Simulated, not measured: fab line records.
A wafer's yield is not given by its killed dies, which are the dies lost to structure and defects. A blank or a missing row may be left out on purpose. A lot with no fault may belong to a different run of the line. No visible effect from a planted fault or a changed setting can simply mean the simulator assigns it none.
Problem report in the 8D (eight disciplines) form, filled by code / flow ritCmos / the parts of the form that need people (team, actions taken, sign-off) are left out

## 1. THE PROBLEM
Wafers without a fault read 1400.2 nm, standard deviation 2.5; cdNm at RIT_ACTIVE_CD_MEAS_11 reads a mean of 1330.1 nm on 6 wafers belonging to 2 lots. Measured from the usual mean, that is -28 standard deviations.
The step: target cd 1400 nm.
The first sign was on wafer L380.3 at day 4 12:36, on cdSem-01. The record has a number at this step for 42 wafers belonging to 14 lots. Rule for "out", or "out of limits": more than 4 standard deviations from the usual mean. Any other wafer with a number is counted as sound.

## 2. WHAT IT IS AND WHAT IT IS NOT
question=which readings at this step | is=cdNm | is not=-
question=which lots | is=L380, L381 | is not=L366, L367, L369, L371, L372, L375, L377, L378, L379, L387, L388, L389
question=which wafers of those lots | is=all that have a number | is not=-
question=read on which gauges | is=cdSem-01 | is not=cdSem-02
question=when | is=from day 4 12:36 | is not=up to then (27 sound wafers); but 9 sound wafers of L387, L388, L389 came after

## 3. THE SUSPECTS, EACH WITH WHAT RULES IT OUT
Counting: any tool at a process step up to the reading is kept as a suspect provided that every lot that is out went through it and no sound lot did after the first of them.
- the gauge at RIT_ACTIVE_CD_MEAS_11: kept. All the wafers that are out were read on cdSem-01, and no step on other tools shows them out.
- lithoTrack-03 at RIT_ACTIVE_COAT_06 (resist thk 1000 nm): kept. Every lot that is out went through it, starting with L380 (day 4 11:47), and after that it ran no sound lot; the last sound lot it ran before then is L375 (day 3 12:20).
What counting leaves: lithoTrack-03 at RIT_ACTIVE_COAT_06 and cdSem-01 at RIT_ACTIVE_CD_MEAS_11.

## 4. THE CAUSE (what the simulator had put in)
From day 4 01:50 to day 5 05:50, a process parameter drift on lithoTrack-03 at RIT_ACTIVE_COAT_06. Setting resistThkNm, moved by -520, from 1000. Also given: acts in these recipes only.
This tool is one of the 2 suspects left after counting.

## 5. THE EFFECT CHAIN, in route order
Rows list readings where the struck wafers' mean (over those with a number) sits beyond 3 standard deviations from the usual. Only readings whose record carries a usual standard deviation are examined. hours: median over the lots of the time between each lot's start at the first step of this table that gives one and its start at this step. sigmas: the change, counted in usual standard deviations.
hours=0; step=RIT_ACTIVE_CD_MEAS_11; reading=cdNm; usual=1400.2 nm; on struck wafers=1330.1; change=-70.1; sigmas=-28
At these later measuring or inspecting steps, every struck wafer for which the step has a row has a number for every such reading, and none has moved that far: RIT_PWELL_OVL_MEAS_06, RIT_CONTACT_OVL_MEAS_09.

## 6. HOW IT WOULD HAVE BEEN CAUGHT EARLIER
The first out-of-limits reading at a measuring or inspecting step in this record came at day 4 12:36, 11 hours after the fault's start at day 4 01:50.
L381, from the lots that are out (2), started RIT_ACTIVE_COAT_06 on lithoTrack-03 later than day 4 12:36. A tool hold placed at that time would have kept it from harm.
